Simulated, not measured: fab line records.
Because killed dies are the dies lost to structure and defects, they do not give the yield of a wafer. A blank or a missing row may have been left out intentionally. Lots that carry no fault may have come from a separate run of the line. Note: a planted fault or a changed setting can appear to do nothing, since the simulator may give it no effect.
Split-lot trial | flow berkeley-cmos170 | on a route of 331 steps: 5 lots, 23 wafers read

SPLIT DETAILS
At UCB170_M2_PEB_13, the setting peb-temp-c was moved away from the recipe's 130 C on 6 of the 23 wafers read, by -1.4% to +1.7%. The other wafers ran this setting at the recipe's value.

FROM THE SPLIT TO THE READING: what the file shows between them, 5 steps
- UCB170_M2_DEVELOP_14: develop time 45 s
- UCB170_M2_CD_MEAS_15: target cd 700 nm
- UCB170_M2_ETCH_17: etches BARC in N2/H2
- UCB170_M2_METAL_ETCH_18: etches Al in Cl2/BCl3, stops on SiO2, target depth 1170 nm, time 195 s
- UCB170_M2_STRIP_19: strips in O2

THE READING
Shown in nm: cd-nm at UCB170_M2_CD_MEAS_90, with target cd 700 nm. Fault-free wafers of this fab line usually give 701.3 nm, standard deviation 2.1 nm.

wafer  | tool, chamber at the split | peb-temp-c as run, C | against the recipe | cd-nm, nm | against lot-mates on the recipe
L074.1 | litho-track-03, 0          | 130                  | recipe             | 700.7     | -
L074.2 | litho-track-03, 0          | 130                  | recipe             | 701.4     | -
L074.4 | litho-track-03, 0          | 130                  | recipe             | 703.3     | -
L074.5 | litho-track-03, 0          | 130                  | recipe             | 700.6     | -
L074.6 | litho-track-03, 0          | 130                  | recipe             | 702.3     | -
L077.1 | litho-track-02, 0          | 128.2                | -1.4%              | 715.5     | +14.6
L077.2 | litho-track-02, 0          | 128.2                | -1.4%              | 716.6     | +15.7
L077.3 | litho-track-02, 0          | 130                  | recipe             | 700.5     | -
L077.4 | litho-track-02, 0          | 130                  | recipe             | 701.3     | -
L077.6 | litho-track-02, 0          | 128.2                | -1.4%              | 715.1     | +14.2
L076.1 | litho-track-04, 0          | 130                  | recipe             | 699.3     | -
L076.4 | litho-track-04, 0          | 130                  | recipe             | 697.7     | -
L076.5 | litho-track-04, 0          | 130                  | recipe             | 699.7     | -
L080.1 | litho-track-02, 0          | 132.2                | +1.7%              | 689.9     | -10.9
L080.2 | litho-track-02, 0          | 130                  | recipe             | 701.2     | -
L080.4 | litho-track-02, 0          | 132.2                | +1.7%              | 686.2     | -14.5
L080.5 | litho-track-02, 0          | 132.2                | +1.7%              | 688.1     | -12.6
L080.6 | litho-track-02, 0          | 130                  | recipe             | 700.3     | -
L083.1 | litho-track-03, 0          | 130                  | recipe             | 705.8     | -
L083.2 | litho-track-03, 0          | 130                  | recipe             | 705.6     | -
L083.3 | litho-track-03, 0          | 130                  | recipe             | 704.7     | -
L083.4 | litho-track-03, 0          | 130                  | recipe             | 701.9     | -
L083.5 | litho-track-03, 0          | 130                  | recipe             | 706.0     | -

FIT RESULTS
A straight line over all 23 wafers: cd-nm changes by -8.93 nm for each +1% of peb-temp-c; r = -0.95; the points scatter about the line by 2.3 nm.
The same after taking each lot's own level away (the mean of its wafers on the recipe; 23 wafers): -8.83 nm for each +1%; r = -0.98; scatter 1.6 nm.
The reading moves by 15 nm for the largest change in peb-temp-c, on that fit.
The lots' own levels span 698.90 to 704.80 nm, that is 2.8 times the standard deviation above.
So the lot-to-lot level changes the slope little: the two slopes agree.
Check: for one of the wafers moved furthest among these (+1.7%), held out of the fit, the line's prediction against its lot-mates is -15.4 nm. Against them it came out at -10.9 nm.

THE WHOLE CHAIN: every reading that the file lists as answering this split, in the file's order
step                    | what it does                                                           | reading                                                   | change (the file's fit)              | r (the file's)
UCB170_M2_CD_MEAS_15    | target cd 700 nm                                                       | cd-nm                                                     | -8.65 nm for each +1% of the setting | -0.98
UCB170_M2_ETCH_17       | etches BARC in N2/H2                                                   | M2.cd-nm (the simulator's own value, which no gauge read) | -8.69 nm for each +1% of the setting | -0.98
UCB170_M2_METAL_ETCH_18 | etches Al in Cl2/BCl3, stops on SiO2, target depth 1170 nm, time 195 s | M2.cd-nm (the simulator's own value, which no gauge read) | -8.81 nm for each +1% of the setting | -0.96
UCB170_M2_CD_MEAS_90    | target cd 700 nm                                                       | cd-nm                                                     | -8.77 nm for each +1% of the setting | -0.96

FILE'S OWN FIT
cd-nm changes by -8.77 nm for each +1% of peb-temp-c, r = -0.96.
